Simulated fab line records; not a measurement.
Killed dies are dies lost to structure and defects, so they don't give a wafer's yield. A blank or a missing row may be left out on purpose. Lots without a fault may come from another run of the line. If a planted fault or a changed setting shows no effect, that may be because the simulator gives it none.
Matching of chambers | flow berkeley_cmos170 | rie_si-01 running UCB170_GATE_ETCH_15: 4 sister chambers
The step etches poly-Si in HBr/Cl2, stops on SiO2, time 56.3 s, target depth 278.2 nm. 14 wafers are shown with their chamber, then 7 later ones without.

## WAFERS PAIRED WITH THEIR CHAMBERS
wafer  | chamber | throttle_valve_pct (%) | drypump_motor_current_A (A) | oes_product_au (a.u.)
L495.3 | 3       | 26.07                  | 5.7                         | 0.853
L495.5 | 1       | 26.56                  | 5.8                         | 0.848
L495.6 | 2       | 26.68                  | 4.9                         | 0.823
L501.1 | 0       | 26.50                  | 5.7                         | 0.826
L501.3 | 2       | 26.67                  | 4.9                         | 0.825
L501.6 | 3       | 26.07                  | 5.8                         | 0.851
L506.3 | 0       | 26.51                  | 5.7                         | 0.823
L506.5 | 0       | 26.51                  | 5.7                         | 0.824
L506.6 | 3       | 26.06                  | 5.7                         | 0.854
L514.3 | 2       | 26.67                  | 4.9                         | 0.821
L514.4 | 3       | 26.07                  | 5.7                         | 0.837
L514.5 | 0       | 26.52                  | 5.7                         | 0.819
L517.2 | 1       | 26.57                  | 5.8                         | 0.843
L517.3 | 3       | 26.08                  | 5.7                         | 0.846

SIGNATURES, as means of the wafers listed above
reading                 | chamber 0 | chamber 1 | chamber 2 | chamber 3 | scatter within a chamber
throttle_valve_pct      | 26.5100   | 26.5650   | 26.6733   | 26.0700   | 0.00719
drypump_motor_current_A | 5.700     | 5.800     | 4.900     | 5.720     | 0.0283
oes_product_au          | 0.82300   | 0.84550   | 0.82300   | 0.84820   | 0.00491
Rule: a wafer lies at a distance from a chamber equal to the root of the sum of squares, over the readings, of (its reading less the chamber's mean, divided by the reading's scatter). If the next closest chamber is less than 2 further off than the closest, the wafer can't be placed; otherwise it belongs to the closest. The scatter: the root of (the sum of the squares of (reading less its chamber's mean) over the shown wafers, divided by (wafers less chambers)).

## WAFERS WITHOUT THEIR CHAMBER
wafer  | throttle_valve_pct (%) | drypump_motor_current_A (A) | oes_product_au (a.u.)
L517.6 | 26.57                  | 5.8                         | 0.836
L515.3 | 26.50                  | 5.7                         | 0.817
L515.4 | 26.56                  | 5.8                         | 0.844
L515.5 | 26.05                  | 5.8                         | 0.861
L516.1 | 26.07                  | 5.7                         | 0.849
L516.2 | 26.50                  | 5.7                         | 0.832
L516.5 | 26.58                  | 5.8                         | 0.842

## CHAMBER TAKEN BY EACH
wafer  | from the rows above | in truth
L517.6 | 1                   | 1
L515.3 | 0                   | 0
L515.4 | 1                   | 1
L515.5 | 3                   | 3
L516.1 | 3                   | 3
L516.2 | 0                   | 0
L516.5 | 1                   | 1
Placed correctly: 7 of 7. Not placeable from these rows: 0. Number placed wrongly: 0.
